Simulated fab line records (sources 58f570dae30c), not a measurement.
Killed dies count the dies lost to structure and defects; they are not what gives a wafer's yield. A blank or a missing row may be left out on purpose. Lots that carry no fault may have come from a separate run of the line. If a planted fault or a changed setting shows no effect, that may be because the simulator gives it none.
2 desks, one fault :: flow berkeley_cmos170 :: each desk has only its own numbers; what lay behind them comes last

METROLOGY DESK
Means of the sampled wafers that have a number, per lot and without regard to the tool the lot ran on: this is what the gauges read. Any lot whose mean is over 4 standard deviations away from the usual mean is out of limits and marked OUT; that distance is given in the brackets.
Columns: A = V2_BOW at UCB170_V2_BOW_MEAS_03, usual 37 um; B = cd_nm at UCB170_V2_CD_MEAS_12, usual 700.0 nm; C = cd_nm at UCB170_M3_CD_MEAS_15, usual 699.9 nm
lot: L607
first seen here: day 8 18:18
A: 28
B: 698.7
C: 699.9

lot: L611
first seen here: day 9 02:16
A: 34
B: 701.0
C: 700.8

lot: L609
first seen here: day 9 03:02
A: 35
B: 700.8
C: 701.0

lot: L613
first seen here: day 9 20:26
A: 30
B: 701.8
C: 700.6

lot: L617
first seen here: day 10 08:17
A: 34
B: 699.1
C: 700.1

lot: L619
first seen here: day 10 20:59
A: 39
B: 700.3
C: 698.7

lot: L622
first seen here: day 11 17:25
A: 37
B: 699.8
C: 699.9

lot: L623
first seen here: day 11 18:37
A: 44
B: 698.6
C: 700.7

lot: L620
first seen here: day 11 19:13
A: 35
B: 700.1
C: 699.4

lot: L621
first seen here: day 11 22:47
A: 41
B: 698.7
C: 699.9

lot: L626
first seen here: day 12 10:04
A: 30
B: 699.8
C: 701.2

lot: L630
first seen here: day 12 23:41
A: 38
B: 702.5
C: 698.5

lot: L628
first seen here: day 13 00:47
A: 40
B: 696.7
C: 700.7

lot: L629
first seen here: day 13 16:02
A: 41
B: 699.3
C: 696.9
This desk found nothing out of limits on any of the 14 lots.

TOOL OWNER'S DESK, rie_metal-02
The tool's own readings at UCB170_M3_METAL_ETCH_18 (etches Al in Cl2/BCl3, stops on SiO2, target depth 1170 nm, time 195 s): means of the sampled wafers that have a number, for each lot that ran on this tool. Any lot whose mean is over 4 standard deviations away from the usual mean is out of limits and marked OUT; that distance is given in the brackets.
Columns: A = drypump_motor_current_A at UCB170_M3_METAL_ETCH_18, usual 5.6 A; B = he_backside_leak_sccm at UCB170_M3_METAL_ETCH_18, usual 3.36 sccm; C = oes_product_au at UCB170_M3_METAL_ETCH_18, usual 0.849 a.u.; D = throttle_valve_pct at UCB170_M3_METAL_ETCH_18, usual 24.40 %
lot: L607
first seen here: day 8 22:42
A: 6.1
B: 3.37
C: 0.854
D: 24.38

lot: L609
first seen here: day 9 07:08
A: 6.0
B: 3.44
C: 0.857
D: 24.38

lot: L619
first seen here: day 11 03:52
A: 6.0
B: 3.48
C: 0.852
D: 24.40

lot: L620
first seen here: day 12 00:55
A: 6.0
B: 3.45
C: 0.845
D: 24.39
This desk found nothing out of limits on any of the 4 lots.

TAKEN TOGETHER
Metrology desk: nothing out of limits seen.
Nothing out of limits was seen by the tool owner's desk.

WHAT THE SIMULATOR PUT IN
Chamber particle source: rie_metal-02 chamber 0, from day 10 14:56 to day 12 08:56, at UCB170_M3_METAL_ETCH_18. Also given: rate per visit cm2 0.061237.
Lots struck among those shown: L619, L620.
